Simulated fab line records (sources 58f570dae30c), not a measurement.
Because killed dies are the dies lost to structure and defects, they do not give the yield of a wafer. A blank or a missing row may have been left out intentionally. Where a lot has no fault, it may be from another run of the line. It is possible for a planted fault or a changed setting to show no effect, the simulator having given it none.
Which of the tools did it? / flow berkeley cmos170 / 7 lots with 21 wafers sampled at 2 steps, on a route of 331 steps

== WHAT THE GAUGES SHOWED, per wafer ==
UCB170_PLDD_TW_MEAS_11.
lot=L149; measured=day 7 03:19; on=film metro-01; PLDD_TW=1016 1016 1020
lot=L153; measured=day 8 11:15; on=film metro-02; PLDD_TW=1008 1006 1005
lot=L155; measured=day 8 10:07; on=film metro-02; PLDD_TW=1004 1007 1010
lot=L157; measured=day 8 10:24; on=film metro-01; PLDD_TW=963 964 963
lot=L164; measured=day 9 21:08; on=film metro-01; PLDD_TW=1012 1017 1014
lot=L168; measured=day 10 19:40; on=film metro-02; PLDD_TW=1012 1008 1007
lot=L170; measured=day 11 13:22; on=film metro-02; PLDD_TW=1008 1012 1006

== WHICH TOOL RAN EACH LOT (tool, then ch and the chambers of the sampled wafers, then the start) ==
lot=L149; UCB170_PLDD_IMPLANT_08=implanter-04 ch 0, day 7 02:55
lot=L153; UCB170_PLDD_IMPLANT_08=implanter-01 ch 0, day 8 10:53
lot=L155; UCB170_PLDD_IMPLANT_08=implanter-04 ch 0, day 8 09:43
lot=L157; UCB170_PLDD_IMPLANT_08=implanter-02 ch 0, day 8 10:02
lot=L164; UCB170_PLDD_IMPLANT_08=implanter-01 ch 0, day 9 20:44
lot=L168; UCB170_PLDD_IMPLANT_08=implanter-04 ch 0, day 10 19:16
lot=L170; UCB170_PLDD_IMPLANT_08=implanter-04 ch 0, day 11 12:58
- UCB170_PLDD_IMPLANT_08

== THE ANSWER, worked out from the rows above alone ==
Rule: the usual values come from the lots themselves. The widest of any qualifying gaps counts: lots, ordered by their means at a reading, are off when they make up no more than a third of the lots, leave a main group of 4 or more, and stand apart from it by 3 or more times the standard deviation of that group's means. A main group is skipped when, at the precision printed for the reading in the tables above, its means are all equal. Also off: a lot with no number at a reading for which 4 or more lots have one. Any other lot the step has rows for is counted as sound.
Off: L157, seen at UCB170_PLDD_TW_MEAS_11 (PLDD_TW). Main group: mean 1010, sd 4.
If a tool, at a process step before that reading, ran all the lots that are off and no sound lot after the first of them, it fits. Gauges at UCB170_PLDD_TW_MEAS_11: tried the same way as those tools. One fits: implanter-02 at UCB170_PLDD_IMPLANT_08. It ran no sound lot before its first lot that is off in this sample, so the start can't be narrowed down.

== WHAT THE SIMULATOR HAD INSERTED ==
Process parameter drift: implanter-02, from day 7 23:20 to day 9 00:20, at UCB170_PLDD_IMPLANT_08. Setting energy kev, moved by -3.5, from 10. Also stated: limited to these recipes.
Struck lots among those shown: L157. The rule above found the same.
